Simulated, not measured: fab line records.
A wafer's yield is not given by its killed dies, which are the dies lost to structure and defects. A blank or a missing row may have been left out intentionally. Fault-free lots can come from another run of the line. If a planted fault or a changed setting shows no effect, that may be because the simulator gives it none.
Which tool is to blame?	flow berkeley cmos170	39 wafers from 13 lots sampled at 4 of the route's 331 steps

WHAT EACH GAUGE READ, for each wafer
UCB170_START_THK_MEAS_03.
lot	measured	on	START_OXIDE_THK (nm)
L939	day 1 21:42	film metro-01	20.3 19.9 19.7
L941	day 2 08:10	film metro-04	19.3 19.1 19.3
L943	day 2 16:07	film metro-01	20.8 20.6 20.4
L944	day 2 20:35	film metro-04	19.9 19.8 19.2
L946	day 3 07:20	film metro-01	20.3 20.6 20.3
L947	day 3 13:19	film metro-03	19.9 19.6 20.0
L948	day 3 18:44	film metro-01	18.9 19.3 19.4
L953	day 4 17:31	film metro-03	20.5 20.6 20.9
L954	day 4 23:21	film metro-03	20.2 20.3 20.3
L955	day 5 04:16	film metro-01	20.0 19.7 19.9
L957	day 5 15:14	film metro-03	19.5 19.5 19.8
L960	day 6 02:00	film metro-03	19.6 19.3 19.5
L961	day 6 12:52	film metro-01	20.3 20.1 20.3

UCB170_NWELL_OVL_MEAS_12.
lot	measured	on	NWELL_OVL (nm)
L939	day 2 17:08	overlay-02	-10 -10 -9
L941	day 3 05:26	overlay-02	-3 -1 -2
L943	day 3 11:17	overlay-02	-4 -11 -3
L944	day 3 11:40	overlay-01	-3 -7 -3
L946	day 4 08:44	overlay-02	7 7 1
L947	day 4 17:50	overlay-01	3 -2 -10
L948	day 4 17:57	overlay-02	- - -
L953	day 5 14:46	overlay-01	-6 -3 -7
L954	day 5 22:02	overlay-01	-2 -4 -5
L955	day 6 04:49	overlay-02	-4 -8 -5
L957	day 6 15:50	overlay-02	1 3 -6
L960	day 6 22:31	overlay-02	-6 -9 -4
L961	day 7 14:27	overlay-02	-5 -6 -8

UCB170_NWELL_TW_MEAS_16.
lot	measured	on	NWELL_TW
L939	day 2 17:32	film metro-04	1268 1268 1266
L941	day 3 05:49	film metro-04	1275 1274 1274
L943	day 3 11:41	film metro-01	1236 1230 1236
L944	day 3 12:04	film metro-02	1250 1242 1247
L946	day 4 09:07	film metro-04	1264 1262 1261
L947	day 4 18:13	film metro-02	1248 1249 1246
L948	day 4 18:20	film metro-04	31 31 31
L953	day 5 15:09	film metro-04	1258 1263 1262
L954	day 5 22:26	film metro-02	1261 1252 1251
L955	day 6 05:17	film metro-02	1235 1238 1246
L957	day 6 16:14	film metro-02	1239 1249 1243
L960	day 6 22:55	film metro-02	1241 1250 1244
L961	day 7 14:50	film metro-04	1255 1261 1263

TOOL THAT RAN EACH LOT (tool first, then ch and the chambers of the sampled wafers, then the start)
lot	UCB170_NWELL_EXPOSE_09
L939	krf scanner-01 ch 0, day 2 16:38
L941	krf scanner-02 ch 0, day 3 04:28
L943	krf scanner-02 ch 0, day 3 10:54
L944	krf scanner-01 ch 0, day 3 11:10
L946	krf scanner-02 ch 0, day 4 08:20
L947	krf scanner-01 ch 0, day 4 16:03
L948	krf scanner-02 ch 0, day 4 16:20
L953	krf scanner-02 ch 0, day 5 14:14
L954	krf scanner-01 ch 0, day 5 21:40
L955	krf scanner-02 ch 0, day 6 04:11
L957	krf scanner-01 ch 0, day 6 15:28
L960	krf scanner-01 ch 0, day 6 21:49
L961	krf scanner-01 ch 0, day 7 14:04
- UCB170_NWELL_EXPOSE_09: exposes mask NWELL, target cd 3000 nm.

WHAT THE TOOLS THEMSELVES READ (means of the sampled wafers that have a number; where no wafer has one, the mark that the record gives instead)
The record holds no such reading with a usual standard deviation.

THE ANSWER, worked out from the rows above alone
Rule: the usual values come from the lots themselves. The widest of any qualifying gaps counts: lots, ordered by their means at a reading, are off when they make up no more than a third of the lots, leave a main group of 4 or more, and stand apart from it by 3 or more times the standard deviation of that group's means. Not used: any main group whose means are identical at the precision the tables above print for the reading. Also off: a lot with no number at a reading for which 4 or more lots have one. All remaining lots with rows at the step are treated as sound. After the gauges, taken in route order, come the tools' own readings; for these a lot's mean is taken, as printed above. At the first step where some lot is off, the reading lying furthest off is the one used; lots without a number count as furthest.
Off: L948, seen at UCB170_NWELL_OVL_MEAS_12 (NWELL_OVL). Without a number there: L948. Main group: mean -4 nm, sd 3.5.
If a tool, at a process step before that reading, ran all the lots that are off and no sound lot after the first of them, it fits. Not tried: the gauges at UCB170_NWELL_OVL_MEAS_12; whatever is off there is also off at UCB170_NWELL_TW_MEAS_16, on other tools, and gauge error can't account for it. Of those tried, none fits.

WHAT HAD BEEN PUT IN BY THE SIMULATOR
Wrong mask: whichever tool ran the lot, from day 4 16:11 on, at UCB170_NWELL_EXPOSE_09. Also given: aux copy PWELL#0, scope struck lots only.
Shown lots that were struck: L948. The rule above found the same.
